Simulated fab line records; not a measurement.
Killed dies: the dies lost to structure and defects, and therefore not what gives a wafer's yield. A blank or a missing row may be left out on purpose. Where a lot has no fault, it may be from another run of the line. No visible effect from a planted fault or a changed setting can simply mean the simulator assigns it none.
fab line records -- flow rit-cmos
record lots=6, wafers=18, last-day=5
route steps=202 shown PWELL@49 WELLDRIVE@50 NWELL@51 NRETRO@53 M1@202
lots untouched by any fault: they come from a run of this same line in which no faults occurred
start-h: start of the lot's first displayed wafer, in hours after the record's first day -- wait-h: hours elapsed since this lot's preceding step -- " same as the row above -- L1.1+2: several wafers, shown together as one row -- - either no value or no given start -- * or withheld: withheld -- < > ~ a bound
route shown NAME@n: names a module that has steps shown in the file, with the first one's number in the route -- usual: mean and standard deviation over wafers with no fault -- same: alike in all rows -- chamber/n: place in a boat -- sites: the reading at each site -- _std_site: how widely they spread, as a standard deviation -- _edge_site: outer sites' mean less inner sites' -- radius-mm: for every site, how far away it sits from the centre of the wafer -- mask NAME#n: copy n -- behind: tool/chamber where the wafer was last shaped -- hold: why the lot went on hold/how many hours it stayed there/how the hold came to an end -- device: which transistor (n, p or np) failed to switch -- end of line: tests of these same wafers at the route's end -- step lacking rows: just its recipe -- killed: dies lost to structure and defects at the first sort, not the wafer's yield -- map: per-die view of a wafer (x killed, . not killed, _ where there is no die)
set.NAME: the run value of the setting; set.NAME@STEP: its run value at that earlier step -- model.NAME: the simulator's own value behind a step, which no gauge read
a table for each step, a row for each wafer; lots at some steps of the route
services: when a tool's chamber went out of use (start-h, in hours from the record's first day, below 0 if earlier), for how many hours, and the reason
## steps
# step RIT_PWELL_TW_MEAS_10
# usual PWELL_TW=962/5.1
lot.wafer,tool,chamber,start-h,wait-h,PWELL_TW
L114.1,film-metro-03,-,43.32,0.1,955
L114.2,film-metro-03,-,43.32,0.1,965
L114.5,film-metro-03,-,43.32,0.1,964
L118.2,film-metro-03,-,61.26,0.1,959
L118.4,film-metro-03,-,61.26,0.1,966
L118.6,film-metro-03,-,61.26,0.1,963
L119.1,film-metro-03,-,65.62,0.1,963
L119.3,film-metro-03,-,65.62,0.1,962
L119.6,film-metro-03,-,65.62,0.1,965
L121.2,film-metro-01,-,81.73,0.1,962
L121.5,film-metro-01,-,81.73,0.1,967
L121.6,film-metro-01,-,81.73,0.1,967
L122.1,film-metro-01,-,86.04,0.1,963
L122.5,film-metro-01,-,86.04,0.1,964
L122.6,film-metro-01,-,86.04,0.1,964
L127.2,film-metro-03,-,114.30,0.1,960
L127.4,film-metro-03,-,114.30,0.1,962
L127.5,film-metro-03,-,114.30,0.1,954
# step RIT_WELLDRIVE_ANNEAL_00
# recipe temp-c=1100, time-s=14700, ambient=N2
# step RIT_WELLDRIVE_RS_MEAS_01
# recipe thk-meas-gauge=four-point-probe
# usual NWELL_RS=275.5/0.85
lot.wafer,tool,chamber,start-h,wait-h,NWELL_RS[ohm/sq]
L114.1,film-metro-03,-,48.46,0.0,275.1
L114.2,film-metro-03,-,48.46,0.0,275.4
L114.5,film-metro-03,-,48.46,0.0,274.9
L118.2,film-metro-03,-,68.42,0.0,276.6
L118.4,film-metro-03,-,68.42,0.0,277.0
L118.6,film-metro-03,-,68.42,0.0,276.7
L119.1,film-metro-03,-,73.48,0.0,276.0
L119.3,film-metro-03,-,73.48,0.0,275.5
L119.6,film-metro-03,-,73.48,0.0,275.3
L121.2,film-metro-01,-,87.53,0.0,274.6
L121.5,film-metro-01,-,87.53,0.0,275.0
L121.6,film-metro-01,-,87.53,0.0,275.4
L122.1,film-metro-01,-,94.27,0.0,274.9
L122.5,film-metro-01,-,94.27,0.0,275.8
L122.6,film-metro-01,-,94.27,0.0,276.0
L127.2,film-metro-01,-,123.66,0.0,273.2
L127.4,film-metro-01,-,123.66,0.0,273.6
L127.5,film-metro-01,-,123.66,0.0,274.3
# step RIT_WELLDRIVE_RS_MEAS_02
# recipe thk-meas-gauge=four-point-probe
# usual PWELL_RS=429.5/1.1
lot.wafer,tool,chamber,start-h,wait-h,PWELL_RS[ohm/sq]
L114.1,film-metro-03,-,48.58,0.1,429.7
L114.2,film-metro-03,-,48.58,0.1,429.2
L114.5,film-metro-03,-,48.58,0.1,430.5
L118.2,film-metro-03,-,68.54,0.1,431.3
L118.4,film-metro-03,-,68.54,0.1,430.1
L118.6,film-metro-03,-,68.54,0.1,429.4
L119.1,film-metro-03,-,73.60,0.1,429.5
L119.3,film-metro-03,-,73.60,0.1,430.1
L119.6,film-metro-03,-,73.60,0.1,429.4
L121.2,film-metro-01,-,87.65,0.1,429.1
L121.5,film-metro-01,-,87.65,0.1,429.1
L121.6,film-metro-01,-,87.65,0.1,429.9
L122.1,film-metro-01,-,94.39,0.1,430.0
L122.5,film-metro-01,-,94.39,0.1,428.9
L122.6,film-metro-01,-,94.39,0.1,429.3
L127.2,film-metro-01,-,123.78,0.1,428.0
L127.4,film-metro-01,-,123.78,0.1,429.0
L127.5,film-metro-01,-,123.78,0.1,430.4
# step RIT_NRETRO_HMDS_00
# recipe prime-time-s=60, prime-temp-c=140
# step RIT_NRETRO_COAT_01
# recipe resist=NOVOLAK, spin-rpm=2000, resist-thk-nm=1300
# step RIT_NRETRO_SOFTBAKE_02
# recipe resist=NOVOLAK, temp-c=90, time-s=60
# step RIT_NRETRO_EXPOSE_03
# recipe mask-id=M4, na=0.57, target-cd-nm=43900, dose-mj=250
# step RIT_NRETRO_PEB_04
# recipe resist=NOVOLAK, temp-c=withheld, time-s=withheld
# step RIT_NRETRO_DEVELOP_05
# recipe resist=NOVOLAK, develop-time-s=68, dev-temp-c=23
# step RIT_NRETRO_OVL_MEAS_06
# usual NRETRO_OVL=1.5/1.3
lot.wafer,tool,chamber,start-h,wait-h,NRETRO_OVL[nm]
L114.1,overlay-02,-,49.91,-,2.1
L114.2,overlay-02,-,49.91,-,4.6
L114.5,overlay-02,-,49.91,-,2.3
L118.2,overlay-02,-,69.62,-,2.0
L118.4,overlay-02,-,69.62,-,1.7
L118.6,overlay-02,-,69.62,-,4.0
L119.1,overlay-02,-,74.60,-,2.0
L119.3,overlay-02,-,74.60,-,1.0
L119.6,overlay-02,-,74.60,-,3.4
L121.2,overlay-02,-,88.76,-,-0.2
L121.5,overlay-02,-,88.76,-,2.4
L121.6,overlay-02,-,88.76,-,1.7
L122.1,overlay-02,-,95.51,-,2.6
L122.5,overlay-02,-,95.51,-,1.8
L122.6,overlay-02,-,95.51,-,1.8
L127.2,overlay-01,-,124.90,-,0.5
L127.4,overlay-01,-,124.90,-,2.1
L127.5,overlay-01,-,124.90,-,-0.6
# step RIT_NRETRO_HARDBAKE_07
# recipe resist=NOVOLAK, temp-c=140, time-s=120
# step RIT_NRETRO_IMPLANT_08
# recipe species=P, energy-kev=70, dose-cm2=1.02e+13, tilt-deg=7
# usual faraday-current-uA=32.3/0.64
lot.wafer,tool,chamber,start-h,wait-h,faraday-current-uA
L114.1,implanter-03,0,50.20,0.2,32.6
L114.2,implanter-03,0,50.20,0.2,31.7
L114.5,implanter-03,0,50.20,0.2,32.1
L118.2,implanter-03,0,69.93,0.2,31.6
L118.4,implanter-03,0,69.93,0.2,31.8
L118.6,implanter-03,0,69.93,0.2,32.8
L119.1,implanter-04,0,74.89,0.2,32.7
L119.3,implanter-04,0,74.89,0.2,31.6
L119.6,implanter-04,0,74.89,0.2,33.1
L121.2,implanter-04,0,89.07,0.2,30.6
L121.5,implanter-04,0,89.07,0.2,31.9
L121.6,implanter-04,0,89.07,0.2,32.1
L122.1,implanter-02,0,95.80,0.2,32.1
L122.5,implanter-02,0,95.80,0.2,31.9
L122.6,implanter-02,0,95.80,0.2,32.6
L122.1,implanter-02,0,96.12,0.3,32.5
L122.5,implanter-02,0,96.12,0.3,32.4
L122.6,implanter-02,0,96.12,0.3,32.8
L127.2,implanter-02,0,125.20,0.2,32.5
L127.4,implanter-02,0,125.20,0.2,32.1
L127.5,implanter-02,0,125.20,0.2,33.1
L127.2,implanter-02,0,125.52,0.3,31.0
L127.4,implanter-02,0,125.52,0.3,31.6
L127.5,implanter-02,0,125.52,0.3,32.6
# step RIT_NRETRO_STRIP_09
# recipe chemistry=O2, time-s=180, resist=NOVOLAK, platen-temp-c=withheld, power-w=500, pressure-mtorr=4000, o2-flow-sccm=4000
# usual drypump-motor-current-A=6.0/0.61
lot.wafer,tool,chamber,start-h,wait-h,drypump-motor-current-A,rf-hours-counter-h
L114.1,plasma-asher-03,1,50.35,0.1,5.5,39
L114.2,plasma-asher-03,0,50.35,0.1,5.9,39
L114.5,plasma-asher-03,1,50.35,0.1,5.4,-
L118.2,plasma-asher-03,1,70.05,0.1,5.5,41
L118.4,plasma-asher-03,0,70.05,0.1,5.9,-
L118.6,plasma-asher-03,0,70.05,0.1,5.9,-
L119.1,plasma-asher-02,0,75.04,0.1,6.5,43
L119.3,plasma-asher-02,1,75.04,0.1,6.8,-
L119.6,plasma-asher-02,0,75.04,0.1,6.5,-
L121.2,plasma-asher-04,0,89.19,0.1,6.6,43
L121.5,plasma-asher-04,0,89.19,0.1,6.6,-
L121.6,plasma-asher-04,1,89.19,0.1,5.0,-
L122.1,plasma-asher-02,0,96.27,0.1,6.5,45
L122.5,plasma-asher-02,0,96.27,0.1,6.5,-
L122.6,plasma-asher-02,1,96.27,0.1,6.8,-
L127.2,plasma-asher-03,0,125.64,0.1,5.9,1
L127.4,plasma-asher-03,0,125.64,0.1,5.9,-
L127.5,plasma-asher-03,1,125.64,0.1,5.4,-
# step RIT_NRETRO_TW_MEAS_10
# usual NRETRO_TW=1065/5.6
lot.wafer,tool,chamber,start-h,wait-h,NRETRO_TW
L114.1,film-metro-04,-,50.52,0.1,1063
L114.2,film-metro-04,-,50.52,0.1,1070
L114.5,film-metro-04,-,50.52,0.1,1068
L118.2,film-metro-01,-,70.24,0.1,1063
L118.4,film-metro-01,-,70.24,0.1,1063
L118.6,film-metro-01,-,70.24,0.1,1059
L119.1,film-metro-04,-,75.21,0.1,1071
L119.3,film-metro-04,-,75.21,0.1,1074
L119.6,film-metro-04,-,75.21,0.1,1077
L121.2,film-metro-02,-,89.38,0.1,1062
L121.5,film-metro-02,-,89.38,0.1,1060
L121.6,film-metro-02,-,89.38,0.1,1063
L122.1,film-metro-02,-,96.48,0.2,1320
L122.5,film-metro-02,-,96.48,0.2,1327
L122.6,film-metro-02,-,96.48,0.2,1321
L122.1,film-metro-02,-,96.71,0.2,1322
L122.5,film-metro-02,-,96.71,0.2,1323
L122.6,film-metro-02,-,96.71,0.2,1322
L127.2,film-metro-01,-,125.83,0.1,1335
L127.4,film-metro-01,-,125.83,0.1,1336
L127.5,film-metro-01,-,125.83,0.1,1329
L127.2,film-metro-01,-,126.05,0.2,1334
L127.4,film-metro-01,-,126.05,0.2,1333
L127.5,film-metro-01,-,126.05,0.2,1341
# step RIT_M1_PROBE_99
# usual defect-limited-yield=97.3/1.1, killed-at-front-end=7.1/2.8, killed-dies=7.1/2.9, killed-open=3.4/2, killed-short=3.6/2.1, sort_bin_3_pad_short=0.1/0.21, sort_bin_5_function=1.5/0.85, sort_bin_6_memory=1.0/0.65, sort-n-pass=256.9/2.9, sort-yield-pct=97.3/1.1
# same gross-dies=264, killed_at_M0_to_M3=0, killed_at_M4_up=0, killed-at-back-side=0, killed-at-contacts=0, killed-at-other=0
lot.wafer,tool,chamber,start-h,wait-h,defect-limited-yield[%],killed-at-front-end,killed-dies,killed-open,killed-short,sort_bin_3_pad_short[%],sort_bin_5_function[%],sort_bin_6_memory[%],sort-n-pass,sort-yield-pct[%]
L114.1,prober-01,-,80.23,0.1,97.3,7,7,4,2,0,0.4,2.3,257.0,97.3
L114.2,prober-01,-,80.28,0.1,95.8,11,11,2,9,0.4,2.3,1.5,253.0,95.8
L114.5,prober-01,-,80.43,0.2,98.5,4,4,2,2,0,0.8,0.8,260.0,98.5
L118.2,prober-01,-,107.22,0.1,97.7,6,6,3,3,0.4,1.1,0.8,258.0,97.7
L118.4,prober-01,-,107.32,0.2,97.0,8,8,3,5,0,1.1,1.9,256.0,97.0
L118.6,prober-01,-,107.42,0.2,98.1,5,5,4,1,0,1.1,0.8,259.0,98.1
L119.1,prober-02,-,110.50,0.1,98.5,4,4,0,3,0,0.8,0.8,260.0,98.5
L119.3,prober-02,-,110.60,0.2,97.3,7,7,4,2,0,1.9,0.8,257.0,97.3
L119.6,prober-02,-,110.75,0.2,98.9,3,3,1,2,0,0.8,0.4,261.0,98.9
L121.2,prober-02,-,129.51,0.1,97.7,6,6,0,6,0,2.3,0,258.0,97.7
L121.5,prober-02,-,129.66,0.2,96.2,10,10,5,5,0.4,0.4,3.0,254.0,96.2
L121.6,prober-02,-,129.71,0.2,98.9,3,3,0,3,0.4,0.8,0,261.0,98.9
# killed by level:class
L114.1 SPACER:geometric-particle:open=3 FOX1:geometric-particle:short=1 FOX2:geometric-particle:open=1 FOX2:geometric-particle:short=1 GATE:coat-microbubble-printed=1
L114.2 FOX1:geometric-particle:short=4 GATE:geometric-particle:short=3 SPACER:geometric-particle:short=2 GATE:geometric-particle:open=1 SPACER:geometric-particle:open=1
L114.5 FOX1:geometric-particle:open=1 FOX2:geometric-particle:short=1 GATE:geometric-particle:short=1 GATE:geometric-particle:open=1
L118.2 GATE:geometric-particle:open=2 FOX1:geometric-particle:open=1 GATE:geometric-particle:short=1 REOX:geometric-particle:short=1 SPACER:geometric-particle:short=1
L118.4 GATE:geometric-particle:short=2 FOX1:geometric-particle:open=1 FOX1:geometric-particle:short=1 FOX2:geometric-particle:open=1 GATE:geometric-particle:open=1 SPACER:geometric-particle:short=1 SILICIDE:geometric-particle:short=1
L118.6 SPACER:geometric-particle:open=2 FOX1:geometric-particle:open=1 GATE:geometric-particle:open=1 SPACER:geometric-particle:short=1
L119.1 FOX2:geometric-particle:short=1 GATE:geometric-particle:short=1 REOX:geometric-particle:short=1 NRETRO:coat-microbubble-printed=1
L119.3 REOX:geometric-particle:open=2 SPACER:geometric-particle:open=2 GATE:geometric-particle:short=1 SPACER:geometric-particle:short=1 NRETRO:coat-microbubble-printed=1
L119.6 GATE:geometric-particle:short=2 FOX2:geometric-particle:open=1
L121.2 GATE:geometric-particle:short=3 FOX2:geometric-particle:short=1 REOX:geometric-particle:short=1 SILICIDE:geometric-particle:short=1
L121.5 FOX1:geometric-particle:short=3 REOX:geometric-particle:open=2 FOX1:geometric-particle:open=1 GATE:geometric-particle:open=1 SPACER:geometric-particle:open=1 SPACER:geometric-particle:short=1 SILICIDE:geometric-particle:short=1
L121.6 GATE:geometric-particle:short=2 SPACER:geometric-particle:short=1
## services
tool,chamber,start-h,hours,kind
plasma-asher-04,-,26.60,9.4,pm
implanter-03,-,39.37,4.0,repair
implanter-04,-,51.77,1.9,repair
plasma-asher-03,-,67.92,1.6,repair
implanter-02,-,99.41,7.6,pm
plasma-asher-03,-,108.75,9.0,pm
plasma-asher-03,0,108.75,9.0,vent-cycle
plasma-asher-03,1,108.75,9.0,vent-cycle
implanter-02,-,111.60,8.0,repair
implanter-03,-,111.88,1.1,repair
plasma-asher-03,0,117.75,-,clean
plasma-asher-03,1,117.75,-,clean
plasma-asher-04,-,125.04,1.7,repair
## key
first-sign step=RIT_NRETRO_IMPLANT_08, reading=visit, direction=added
effect step=RIT_NRETRO_TW_MEAS_10, reading=visit, direction=added
effect step=RIT_NRETRO_TW_MEAS_10, reading=NRETRO_TW, direction=up, sigmas=47, usual=1065, struck=1328
met-at RIT_NRETRO_IMPLANT_08
struck-wafers L122.1,L122.5,L122.6,L127.2,L127.4,L127.5
scrapped-behind RIT_NRETRO_TW_MEAS_10 L122.1,L122.5,L122.6,L127.2,L127.4,L127.5
fault kind=repeated-step-whole, tool=implanter-02,implanter-03,implanter-04, chamber=-, onset-h=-, steps=RIT_NRETRO_IMPLANT_08, times=1, scope=struck-lots-only
